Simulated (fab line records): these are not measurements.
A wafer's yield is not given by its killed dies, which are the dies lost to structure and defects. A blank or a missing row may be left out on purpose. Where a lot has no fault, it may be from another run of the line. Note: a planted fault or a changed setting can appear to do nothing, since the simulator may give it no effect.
Which tool was responsible?	flow ritCmos	39 wafers from 13 lots sampled at 7 of the route's 202 steps

WHAT THE GAUGES SHOWED, per wafer
RIT_ACTIVE_THK_MEAS_02.
lot	measured	on	ACTIVE_OXIDE_THK (nm)
L702	day 1 12:05	filmMetro-01	48.0 47.5 47.1
L705	day 2 03:04	filmMetro-01	46.0 45.0 45.7
L711	day 3 09:38	filmMetro-03	45.5 45.4 45.7
L712	day 3 15:11	filmMetro-03	44.7 45.1 45.1
L713	day 3 19:23	filmMetro-01	47.2 47.4 47.7
L715	day 4 07:25	filmMetro-04	46.3 46.7 45.6
L716	day 4 10:26	filmMetro-04	47.0 47.0 47.5
L717	day 4 15:04	filmMetro-01	47.8 48.3 48.1
L718	day 4 20:50	filmMetro-01	47.4 47.6 46.7
L719	day 5 01:35	filmMetro-03	46.6 47.0 47.6
L720	day 5 06:03	filmMetro-03	46.9 47.1 47.3
L724	day 6 02:03	filmMetro-04	47.4 46.9 46.7
L725	day 6 09:11	filmMetro-01	46.5 46.4 46.6

RIT_ACTIVE_CD_MEAS_90 targets a cd of 1400 nm.
lot	measured	on	cdNm (nm)
L702	day 1 15:04	cdSem-01	1399.7 1401.2 1399.3
L705	day 2 06:02	cdSem-02	1395.7 1395.7 1396.1
L711	day 3 13:38	cdSem-02	1400.4 1400.3 1399.6
L712	day 3 18:11	cdSem-01	1398.5 1398.9 1395.4
L713	day 3 22:29	cdSem-01	1399.4 1400.2 1399.5
L715	day 4 11:28	cdSem-01	1401.3 1400.6 1402.3
L716	day 4 13:37	cdSem-01	1399.7 1402.5 1401.4
L717	day 4 19:43	cdSem-02	1401.9 1400.8 1398.3
L718	day 5 02:16	cdSem-01	1399.6 1399.7 1398.7
L719	day 5 05:43	cdSem-01	1397.5 1400.2 1398.8
L720	day 5 09:08	cdSem-01	1401.0 1403.9 1403.5
L724	day 6 05:01	cdSem-02	1401.4 1400.9 1398.0
L725	day 6 12:17	cdSem-01	1395.3 1394.6 1395.7

RIT_NRETRO_OVL_MEAS_06.
lot	measured	on	NRETRO_OVL (nm)
L702	day 2 09:16	overlay-02	0.4 -0.6 1.6
L705	day 3 04:22	overlay-01	- - -
L711	day 4 07:50	overlay-01	-0.5 -0.5 0.2
L712	day 4 09:40	overlay-02	1.3 0.1 0.1
L713	day 4 14:14	overlay-01	0.1 1.4 -2.6
L715	day 5 02:35	overlay-02	-2.1 -1.4 -0.3
L716	day 5 04:22	overlay-02	1.0 -1.9 -1.0
L717	day 5 10:09	overlay-01	-1.9 -2.4 -1.3
L718	day 5 17:10	overlay-02	-1.1 -0.9 0.5
L719	day 5 19:42	overlay-02	1.1 -0.9 -1.3
L720	day 6 00:34	overlay-01	-2.5 -1.3 -1.2
L724	day 7 01:52	overlay-01	-3.7 -3.0 -1.7
L725	day 7 08:10	overlay-01	0.3 -0.5 -0.5

RIT_NRETRO_TW_MEAS_10.
lot	measured	on	NRETRO_TW
L702	day 2 09:53	filmMetro-03	1039 1036 1042
L705	day 3 04:59	filmMetro-03	30 30 30
L711	day 4 08:28	filmMetro-03	1037 1037 1028
L712	day 4 10:19	filmMetro-03	1039 1036 1042
L713	day 4 14:53	filmMetro-04	1038 1047 1039
L715	day 5 03:12	filmMetro-01	1051 1049 1049
L716	day 5 04:58	filmMetro-03	1034 1043 1039
L717	day 5 10:46	filmMetro-04	1040 1038 1050
L718	day 5 17:47	filmMetro-01	1041 1042 1045
L719	day 5 20:19	filmMetro-04	1041 1044 1044
L720	day 6 01:11	filmMetro-04	1031 1037 1033
L724	day 7 02:29	filmMetro-03	1044 1043 1038
L725	day 7 08:47	filmMetro-04	1045 1043 1042

RIT_PRETRO_TW_MEAS_10.
lot	measured	on	PRETRO_TW
L702	day 2 11:26	filmMetro-01	473.3 474.7 470.4
L705	day 3 06:43	filmMetro-01	1078.9 1078.8 1076.5
L711	day 4 10:15	filmMetro-02	474.6 473.5 474.4
L712	day 4 12:13	filmMetro-04	469.7 471.6 469.3
L713	day 4 16:33	filmMetro-04	473.5 470.2 470.5
L715	day 5 04:52	filmMetro-02	473.9 475.7 475.1
L716	day 5 06:41	filmMetro-01	474.5 471.7 470.8
L717	day 5 12:37	filmMetro-02	474.8 478.1 475.0
L718	day 5 19:20	filmMetro-01	471.2 471.1 471.9
L719	day 5 21:59	filmMetro-01	471.8 475.3 473.8
L720	day 6 02:44	filmMetro-04	471.4 471.4 468.0
L724	day 7 04:02	filmMetro-02	474.3 477.9 472.0
L725	day 7 10:20	filmMetro-04	469.3 468.6 471.1

WHICH TOOL RAN EACH LOT (tool, then ch and the chambers of the sampled wafers, then the start)
lot	RIT_NRETRO_EXPOSE_03	RIT_PRETRO_STRIP_09
L702	ilineStepper-02 ch 0, day 2 08:51	plasmaAsher-04 ch 1, day 2 11:14
L705	ilineStepper-02 ch 0, day 3 03:53	plasmaAsher-04 ch 0,1, day 3 06:32
L711	ilineStepper-01 ch 0, day 4 07:26	plasmaAsher-02 ch 0,1, day 4 10:04
L712	ilineStepper-02 ch 0, day 4 09:17	plasmaAsher-01 ch 0,1, day 4 12:04
L713	ilineStepper-01 ch 0, day 4 13:49	plasmaAsher-02 ch 0,1, day 4 16:23
L715	ilineStepper-01 ch 0, day 5 02:10	plasmaAsher-02 ch 1, day 5 04:42
L716	ilineStepper-02 ch 0, day 5 03:56	plasmaAsher-01 ch 0,1, day 5 06:30
L717	ilineStepper-01 ch 0, day 5 09:44	plasmaAsher-02 ch 0,1, day 5 12:26
L718	ilineStepper-02 ch 0, day 5 16:44	plasmaAsher-02 ch 0,1, day 5 19:10
L719	ilineStepper-02 ch 0, day 5 19:16	plasmaAsher-01 ch 0,1, day 5 21:49
L720	ilineStepper-01 ch 0, day 6 00:08	plasmaAsher-04 ch 0,1, day 6 02:33
L724	ilineStepper-02 ch 0, day 7 01:26	plasmaAsher-01 ch 0,1, day 7 03:52
L725	ilineStepper-02 ch 0, day 7 07:46	plasmaAsher-01 ch 0,1, day 7 10:12
- RIT_NRETRO_EXPOSE_03: exposes mask M4, target cd 43900 nm.
- RIT_PRETRO_STRIP_09: strips in O2, time 180 s.

WHAT THE TOOLS THEMSELVES READ (means of the sampled wafers that have a number; where no wafer has one, the mark that the record gives instead)
RIT_PRETRO_STRIP_09.
lot	tool	drypumpMotorCurrentA (A)
L702	plasmaAsher-04	5.2
L705	plasmaAsher-04	5.5
L711	plasmaAsher-02	6.1
L712	plasmaAsher-01	5.6
L713	plasmaAsher-02	6.2
L715	plasmaAsher-02	6.0
L716	plasmaAsher-01	5.7
L717	plasmaAsher-02	6.2
L718	plasmaAsher-02	6.1
L719	plasmaAsher-01	5.7
L720	plasmaAsher-04	5.4
L724	plasmaAsher-01	5.7
L725	plasmaAsher-01	5.7

THE ANSWER, worked out from the rows above alone
Rule: the lots themselves supply what counts as usual. Put in order of their means at a reading, lots are off if they are a third of the lots or fewer, leave a main group of 4 or more, and stand apart from it by a gap of 3 or more times the standard deviation of the main group's means; of several such gaps the widest counts. A main group is skipped when, at the precision printed for the reading in the tables above, its means are all equal. A lot without any number at a reading at which 4 lots or more have one is off too. The other lots that the step has rows for count as sound. The gauges are gone through in route order, then the tools' own readings, and for those a lot's mean is taken as printed above. The first step at which some lot is off is used, and at that step the reading that is off furthest; a lot without a number counts as furthest.
Off: L705, at RIT_NRETRO_OVL_MEAS_06 (NRETRO_OVL). Without a number there: L705. The main group has a mean of -0.8 nm with a standard deviation of 0.93.
If a tool, at a process step before that reading, ran all the lots that are off and no sound lot after the first of them, it fits. The gauges at RIT_NRETRO_OVL_MEAS_06 aren't tried: what is off there is off at RIT_NRETRO_TW_MEAS_10 too, on other tools, and a gauge's error can't cause that. Of those tried, none fits.

WHAT THE SIMULATOR HAD INSERTED
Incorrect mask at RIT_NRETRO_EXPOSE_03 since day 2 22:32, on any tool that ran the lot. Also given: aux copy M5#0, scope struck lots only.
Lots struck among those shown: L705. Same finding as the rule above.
